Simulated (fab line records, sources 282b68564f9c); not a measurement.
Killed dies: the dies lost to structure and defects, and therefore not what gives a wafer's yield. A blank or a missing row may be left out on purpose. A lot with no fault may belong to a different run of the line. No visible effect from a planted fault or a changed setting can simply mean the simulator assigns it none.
Comparing a struck lot with a sound one | flow rit_cmos | 16 steps out of a route of 202
Sound: these wafers, L268.4, L268.5, L268.6. Wafers L279.1, L279.3, L279.4 were the ones struck. The cause is given at the end.
Each step with rows lists, per side, the tool, then ch with its chambers, then its first start. Under that, the readings that differ: sound wafers | struck wafers | difference of the means | sigmas: that difference in standard deviations of wafers without a fault.
alike: a reading whose means differ by less than 2 such deviations, as well as words and numbers matching on both sides. not compared: withheld readings; readings where some wafer has no value; bounds like >300 that might hide an equal value; numbers whose values overlap and for which the record gives no deviation.
Wherever a step has rows on one side only, a row that says differs or no value, or a row with sigmas, the two part there. Numbers that don't overlap but have no deviation are shown without sigmas and don't part them. Lack of a reading on every wafer of one side parts them only where that side has two or more wafers.

first, 2 steps without rows for these wafers: RIT_NRETRO_HARDBAKE_07 (time 120 s); RIT_NRETRO_IMPLANT_08.
RIT_NRETRO_STRIP_09: strips in O2, time 180 s.
  sound on plasma_asher-04 ch 0,1, day 4 02:41; struck on plasma_asher-04 ch 0,1, day 6 05:32
  alike: drypump_motor_current_A
  not compared: rf_hours_counter_h
RIT_NRETRO_TW_MEAS_10:
  sound: film_metro-02 at day 4 02:50; struck: film_metro-03 at day 6 05:43
  alike: NRETRO_TW
then, 6 steps without rows for these wafers: RIT_PRETRO_HMDS_00 (prime time 60 s); RIT_PRETRO_COAT_01 (resist thk 1300 nm); RIT_PRETRO_SOFTBAKE_02 (time 60 s); RIT_PRETRO_EXPOSE_03 (exposes mask M5, target cd 43700 nm); RIT_PRETRO_PEB_04; RIT_PRETRO_DEVELOP_05 (develop time 68 s).
RIT_PRETRO_OVL_MEAS_06:
  sound: overlay-01 at day 4 03:46; struck: overlay-01 at day 6 06:47
  alike: PRETRO_OVL
then, 1 step without rows for these wafers: RIT_PRETRO_HARDBAKE_07 (time 120 s).
RIT_PRETRO_IMPLANT_08:
  sound on implanter-02 ch 0, day 4 04:06; struck on implanter-02 ch 0, day 6 07:04
  reading                   | sound                | struck               | difference | sigmas
  beam_energy_keV           | 44.991 44.993 44.983 | 29.262 29.237 29.240 | -15.743    | -99 or more
  model.implant.rp_nm (nm)  | 145.7 145.7 145.7    | 94.6 94.6 94.6       | -51.1      |
  model.implant.drp_nm (nm) | 55.07 55.07 55.07    | 42.09 42.09 42.09    | -12.98     |
  alike: dose_ions_cm2
RIT_PRETRO_STRIP_09: strips in O2, time 180 s.
  sound on plasma_asher-02 ch 0,1, day 4 04:14; struck on plasma_asher-01 ch 0,1, day 6 07:13
  alike: drypump_motor_current_A
  not compared: rf_hours_counter_h
RIT_PRETRO_TW_MEAS_10:
  sound: film_metro-04 at day 4 04:23; struck: film_metro-04 at day 6 07:23
  reading   | sound             | struck            | difference | sigmas
  PRETRO_TW | 484.6 486.1 484.2 | 450.4 448.4 447.8 | -36.1      | -12
then, 1 step without rows for these wafers: RIT_GATE_WET_ETCH_00 (etches SiO2 in BOE, target depth 56 nm, time 60 s).

## WHERE THEY PART
Last at RIT_PRETRO_TW_MEAS_10 as far as this record goes, first at RIT_PRETRO_IMPLANT_08.

WHY: what the simulator had put in
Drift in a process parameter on implanter-02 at RIT_PRETRO_IMPLANT_08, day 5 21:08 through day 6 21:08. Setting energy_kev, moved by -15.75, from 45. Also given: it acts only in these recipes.
